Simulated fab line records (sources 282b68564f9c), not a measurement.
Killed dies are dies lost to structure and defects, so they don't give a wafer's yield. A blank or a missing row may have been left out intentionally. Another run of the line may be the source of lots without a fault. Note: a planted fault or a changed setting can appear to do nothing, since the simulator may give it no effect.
2 desks looking at one fault + flow rit-cmos + only its own numbers are on each desk; what lay behind them is given at the end

== THE METROLOGY DESK ==
What the gauges read, lot by lot, whatever tool the lot ran on: means of the sampled wafers that have a number. Marked OUT: a lot whose mean sits more than 4 standard deviations from the usual mean, which makes it out of limits; the brackets give that distance.
Columns: A = FOX1_OXIDE_THK at RIT_FOX1_THK_MEAS_01, usual 355 nm; B = PSD_OVL at RIT_PSD_OVL_MEAS_06, usual 0.1 nm
| lot  | first seen here | A              | B    |
|------|-----------------|----------------|------|
| L552 | day 1 18:04     | 352            | -0.5 |
| L553 | day 1 21:56     | 352            | 0.4  |
| L555 | day 2 08:00     | 352            | -0.6 |
| L557 | day 2 17:57     | 357            | -2.2 |
| L558 | day 2 23:27     | 360            | 0.5  |
| L559 | day 3 03:50     | 356            | -0.8 |
| L560 | day 3 10:22     | 373            | -1.4 |
| L561 | day 3 13:51     | 345            | 1.1  |
| L565 | day 4 10:21     | 313 (-5.7) OUT | 0.6  |
| L566 | day 4 14:56     | 314 (-5.5) OUT | 0.8  |
| L569 | day 5 06:55     | 361            | 0.0  |
| L570 | day 5 11:00     | 342            | 1.0  |
| L571 | day 5 15:56     | 363            | 1.0  |
| L573 | day 6 01:49     | 358            | 0.6  |
Per this desk, out of limits: L565, L566; the first was L565, day 4 10:21 (FOX1_OXIDE_THK at RIT_FOX1_THK_MEAS_01). Within limits: L552, L553, L555, L557, L558, L559, L560, L561, L569, L570, L571, L573.

== AT THE TOOL OWNER'S DESK: furnace-02 ==
The tool's own readings at RIT_FOX1_OXIDATION_00 (target thk 350.7 nm, ox time 1130 s): means of the sampled wafers that have a number, for each lot that ran on this tool. Marked OUT: a lot whose mean sits more than 4 standard deviations from the usual mean, which makes it out of limits; the brackets give that distance.
Columns: A = spike-tc-centre-C at RIT_FOX1_OXIDATION_00, usual 1102.6 C; B = spike-tc-load-C at RIT_FOX1_OXIDATION_00, usual 1129.1 C; C = spike-tc-source-C at RIT_FOX1_OXIDATION_00, usual 1127.1 C; D = tube-center-temp-C at RIT_FOX1_OXIDATION_00, usual 1100 C; E = tube_center_temp_C_max at RIT_FOX1_OXIDATION_00, usual 1102.8; F = zone-power-load-pct at RIT_FOX1_OXIDATION_00, usual 41.7 %
| lot  | first seen here | A                | B                | C                | D                      | E                | F    |
|------|-----------------|------------------|------------------|------------------|------------------------|------------------|------|
| L557 | day 2 16:38     | 1103.0           | 1128.4           | 1124.3           | 1100                   | 1103.0           | 41.0 |
| L558 | day 2 22:07     | 1102.7           | 1128.9           | 1125.8           | 1100                   | 1102.9           | 41.2 |
| L565 | day 4 09:00     | 1077.5 (-25) OUT | 1103.6 (-17) OUT | 1101.3 (-12) OUT | 1075 (-99 or more) OUT | 1077.8 (-56) OUT | 38.7 |
| L566 | day 4 13:38     | 1077.9 (-25) OUT | 1103.7 (-17) OUT | 1100.0 (-12) OUT | 1075 (-99 or more) OUT | 1077.9 (-55) OUT | 38.6 |
This desk's verdict: out of limits on L565, L566, starting with L565 at day 4 09:00 (spike-tc-centre-C at RIT_FOX1_OXIDATION_00). Within limits: L557, L558.

== PUT TOGETHER ==
On L565, L566, at day 4 09:00, an alarm was possible from the tool owner's desk.
Metrology desk: alarm possible at day 4 10:21 on L565, L566.
Of the lots named, all ran RIT_FOX1_OXIDATION_00 on furnace-02.

== WHAT HAD BEEN PUT IN BY THE SIMULATOR ==
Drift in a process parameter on furnace-02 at RIT_FOX1_OXIDATION_00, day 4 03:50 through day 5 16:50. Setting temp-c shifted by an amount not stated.
Shown lots that were struck: L565, L566.
Hours from the fault's start to each desk's first reading out of limits: the tool owner's desk, 5; the metrology desk, 7.
